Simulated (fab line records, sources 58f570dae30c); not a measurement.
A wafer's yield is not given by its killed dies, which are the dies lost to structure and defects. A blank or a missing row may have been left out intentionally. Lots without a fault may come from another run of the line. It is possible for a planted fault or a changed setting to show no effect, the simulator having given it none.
Chamber matching || flow berkeley-cmos170 || UCB170_V2_CMP_02 on cmp-02 has 4 sister chambers
The step polishes SiO2. 14 wafers are shown with their chamber, then 7 later ones without.

WAFERS WITH THEIR CHAMBER
{"wafer": "L188.2", "chamber": 0, "motor-current-A (A)": 15.6, "edge-zone-pressure-frac": 1.000}
{"wafer": "L188.4", "chamber": 2, "motor-current-A (A)": 18.7, "edge-zone-pressure-frac": 0.996}
{"wafer": "L188.6", "chamber": 0, "motor-current-A (A)": 15.8, "edge-zone-pressure-frac": 1.004}
{"wafer": "L192.2", "chamber": 0, "motor-current-A (A)": 16.7, "edge-zone-pressure-frac": 0.997}
{"wafer": "L192.5", "chamber": 0, "motor-current-A (A)": 15.9, "edge-zone-pressure-frac": 0.997}
{"wafer": "L192.6", "chamber": 3, "motor-current-A (A)": 17.4, "edge-zone-pressure-frac": 0.993}
{"wafer": "L199.1", "chamber": 1, "motor-current-A (A)": 16.6, "edge-zone-pressure-frac": 0.998}
{"wafer": "L199.4", "chamber": 0, "motor-current-A (A)": 16.8, "edge-zone-pressure-frac": 1.001}
{"wafer": "L199.5", "chamber": 2, "motor-current-A (A)": 19.0, "edge-zone-pressure-frac": 0.999}
{"wafer": "L196.1", "chamber": 2, "motor-current-A (A)": 18.0, "edge-zone-pressure-frac": 0.994}
{"wafer": "L196.2", "chamber": 1, "motor-current-A (A)": 16.3, "edge-zone-pressure-frac": 0.993}
{"wafer": "L196.3", "chamber": 3, "motor-current-A (A)": 19.1, "edge-zone-pressure-frac": 1.000}
{"wafer": "L202.4", "chamber": 2, "motor-current-A (A)": 17.6, "edge-zone-pressure-frac": 1.000}
{"wafer": "L202.5", "chamber": 3, "motor-current-A (A)": 17.9, "edge-zone-pressure-frac": 1.010}

SIGNATURES, as means of the wafers listed above
{"reading": "motor-current-A", "chamber 0": 16.160, "chamber 1": 16.450, "chamber 2": 18.325, "chamber 3": 18.133, "scatter within a chamber": 0.633}
{"reading": "edge-zone-pressure-frac", "chamber 0": 0.99980, "chamber 1": 0.99550, "chamber 2": 0.99725, "chamber 3": 1.00100, "scatter within a chamber": 0.00465}
Rule: for a wafer and a chamber, the distance is found by dividing, reading by reading, the gap between the wafer's reading and the chamber's mean by the reading's scatter, squaring, summing and taking the root. The wafer belongs to the nearest chamber; if the next one is less than 2 further off, it can't be placed. The scatter is the square root of a quotient: the sum, over the shown wafers, of each reading's squared deviation from its chamber's mean, divided by wafers minus chambers.

WAFERS WHOSE CHAMBER IS MISSING
{"wafer": "L202.6", "motor-current-A (A)": 18.4, "edge-zone-pressure-frac": 0.999}
{"wafer": "L204.1", "motor-current-A (A)": 17.5, "edge-zone-pressure-frac": 1.005}
{"wafer": "L204.2", "motor-current-A (A)": 18.2, "edge-zone-pressure-frac": 1.009}
{"wafer": "L204.3", "motor-current-A (A)": 17.1, "edge-zone-pressure-frac": 0.994}
{"wafer": "L207.1", "motor-current-A (A)": 18.4, "edge-zone-pressure-frac": 1.006}
{"wafer": "L207.3", "motor-current-A (A)": 16.7, "edge-zone-pressure-frac": 0.998}
{"wafer": "L207.6", "motor-current-A (A)": 16.2, "edge-zone-pressure-frac": 1.002}

CHAMBER TAKEN BY EACH
{"wafer": "L202.6", "from the rows above": "can't be placed: 2 or 3", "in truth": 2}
{"wafer": "L204.1", "from the rows above": "can't be placed: 3 or 2 or 0 or 1", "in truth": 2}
{"wafer": "L204.2", "from the rows above": "can't be placed: 3 or 2", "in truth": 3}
{"wafer": "L204.3", "from the rows above": "can't be placed: 1 or 0 or 2 or 3", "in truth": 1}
{"wafer": "L207.1", "from the rows above": "can't be placed: 3 or 2", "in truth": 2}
{"wafer": "L207.3", "from the rows above": "can't be placed: 1 or 0 or 3 or 2", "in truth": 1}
{"wafer": "L207.6", "from the rows above": "can't be placed: 0 or 1", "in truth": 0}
0 of 7 placed correctly. From these rows, 7 cannot be placed; in 7 the true chamber is one of the candidates. Wrongly placed: 0.
